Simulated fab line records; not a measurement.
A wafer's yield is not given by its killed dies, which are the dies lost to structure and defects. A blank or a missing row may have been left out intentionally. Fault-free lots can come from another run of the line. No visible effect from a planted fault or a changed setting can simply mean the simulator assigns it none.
Which tool did it? ; flow berkeley_cmos170 ; 7 lots, 21 wafers sampled, at 3 steps of a route of 331

WHAT THE GAUGES SHOWED, per wafer
UCB170_SDANNEAL_RS_MEAS_03: the measuring method here is four-point-probe.
lot;measured;on;NSD_RS (ohm/sq)
L932;day 7 19:59;film_metro-02;37.63 37.66 37.78
L936;day 8 17:28;film_metro-04;37.70 37.78 37.80
L935;day 8 17:49;film_metro-03;37.58 37.48 37.64
L938;day 9 10:14;film_metro-04;37.78 37.78 37.75
L949;day 12 14:43;film_metro-04;36.42 36.41 36.52
L952;day 13 02:41;film_metro-04;37.76 37.69 37.76
L954;day 13 10:24;film_metro-03;37.53 37.48 37.51

WHAT TOOL EACH LOT RAN ON (gives the tool, then ch and the chambers of the sampled wafers, and finally the start)
lot;UCB170_NSD_IMPLANT_08;UCB170_NSD_STRIP_09
L932;implanter-01 ch 0, day 7 14:17;plasma_asher-04 ch 0,1, day 7 14:25
L936;implanter-01 ch 0, day 8 16:01;plasma_asher-02 ch 0,1, day 8 16:10
L935;implanter-01 ch 0, day 8 16:22;plasma_asher-02 ch 0,1, day 8 16:31
L938;implanter-01 ch 0, day 9 08:12;plasma_asher-02 ch 0,1, day 9 08:20
L949;implanter-04 ch 0, day 12 10:46;plasma_asher-04 ch 0,1, day 12 10:53
L952;implanter-02 ch 0, day 12 19:58;plasma_asher-03 ch 0,1, day 12 20:07
L954;implanter-01 ch 0, day 13 05:19;plasma_asher-02 ch 0,1, day 13 05:26
- UCB170_NSD_IMPLANT_08
- UCB170_NSD_STRIP_09: strips in O2.

THE ANSWER, worked out from the rows above alone
Rule: usual is defined by the lots themselves. The widest of any qualifying gaps counts: lots, ordered by their means at a reading, are off when they make up no more than a third of the lots, leave a main group of 4 or more, and stand apart from it by 3 or more times the standard deviation of that group's means. Not used: any main group whose means are identical at the precision the tables above print for the reading. A lot without any number at a reading at which 4 lots or more have one is off too. Any other lot the step has rows for is counted as sound.
Off: L949, at UCB170_SDANNEAL_RS_MEAS_03 (NSD_RS). The main group has a mean of 37.67 ohm/sq with a standard deviation of 0.1.
A tool fits if, at a process step before that reading, it ran every lot that is off, and no sound lot after the first of them. Gauges at UCB170_SDANNEAL_RS_MEAS_03: tried the same way as those tools. Can't be told from this: 2 tools fit, implanter-04 at UCB170_NSD_IMPLANT_08, plasma_asher-04 at UCB170_NSD_STRIP_09.

WHAT THE SIMULATOR PUT IN
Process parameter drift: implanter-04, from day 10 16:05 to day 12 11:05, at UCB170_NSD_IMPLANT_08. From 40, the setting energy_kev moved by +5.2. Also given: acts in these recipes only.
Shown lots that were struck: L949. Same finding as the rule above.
